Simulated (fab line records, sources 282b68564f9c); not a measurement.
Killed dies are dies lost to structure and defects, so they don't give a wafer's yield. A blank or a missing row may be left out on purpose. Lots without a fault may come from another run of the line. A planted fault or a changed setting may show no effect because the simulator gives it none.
A struck lot beside a sound one | flow rit_cmos | 15 steps out of a route of 202
Sound: wafers L189.3, L189.4, L189.6. Struck: wafer L197.3. (L197.2, L197.4 of the same lot were not struck and are left out.) The cause comes at the end.
At each step with rows: each side's tool, then ch and its chambers, then its first start. Under that, the readings that differ: sound wafers | struck wafers | difference of the means | sigmas: that difference in standard deviations of wafers without a fault.
alike: readings whose means differ by less than 2 such deviations, and words and numbers that are the same on both sides. not compared: withheld readings, readings that some wafer has no value for, bounds like >300 that may hide the same value, and numbers for which the record gives no deviation and whose values overlap.
The two part at a step that has a row with sigmas, a row that says differs or no value, or rows on one side only. Numbers that don't overlap but have no deviation are shown without sigmas and don't part them. A reading that every wafer of one side lacks parts them only if that side has two wafers or more.

RIT_GATE_THK_MEAS_07:
  sound on film_metro-03, day 4 12:26; struck on film_metro-01, day 6 04:26
  alike: GATE_OXIDE_THK
then, 1 step without rows for these wafers: RIT_GATE_CVD_08 (deposits poly-Si from SiH4, target thk 250 nm, time 2220 s).
RIT_GATE_THK_MEAS_09:
  sound on film_metro-01, day 4 14:07; struck on film_metro-04, day 6 06:06
  alike: GATE_POLY_THK
then, 6 steps without rows for these wafers: RIT_GATE_HMDS_10 (prime time 60 s); RIT_GATE_COAT_11 (resist thk 850 nm); RIT_GATE_SOFTBAKE_12 (time 60 s); RIT_GATE_EXPOSE_13 (exposes mask M6, target cd 150 nm); RIT_GATE_PEB_14; RIT_GATE_DEVELOP_15 (develop time 50 s).
RIT_GATE_CD_MEAS_16: target cd 150 nm.
  sound on cd_sem-01, day 4 15:02; struck on cd_sem-01, day 6 07:09
  alike: cd_nm
RIT_GATE_OVL_MEAS_17:
  sound on overlay-01, day 4 15:08; struck on overlay-01, day 6 07:15
  alike: GATE_OVL
then, 1 step without rows for these wafers: RIT_GATE_HARDBAKE_18 (time 60 s).
RIT_GATE_ETCH_19: etches poly-Si in SF6/CHF3/O2, stops on SiO2, time 161.2 s, target depth 312.5 nm.
  sound on rie_si-02 ch 1,3, day 4 15:19; struck on rie_si-02 ch 2, day 6 07:26
  reading        | sound          | struck  | difference | sigmas
  over_etch_frac | 0.25 0.25 0.25 | 0.21933 | -0.03067   |
  alike: drypump_motor_current_A, oes_product_au, throttle_valve_pct
  not compared: rf_hours_counter_h
RIT_GATE_STRIP_20: strips in O2, time 180 s.
  sound on plasma_asher-02 ch 0,1, day 4 15:28; struck on plasma_asher-02 ch 0, day 6 07:32
  alike: drypump_motor_current_A
  not compared: rf_hours_counter_h
RIT_M1_PROBE_99:
  sound on prober-02, day 5 11:17; struck on prober-02, day 7 04:46
  alike: killed_at_front_end, killed_dies, killed_open, killed_short

WHERE THEY PART
Nowhere in this record.

WHY: what the simulator had put in
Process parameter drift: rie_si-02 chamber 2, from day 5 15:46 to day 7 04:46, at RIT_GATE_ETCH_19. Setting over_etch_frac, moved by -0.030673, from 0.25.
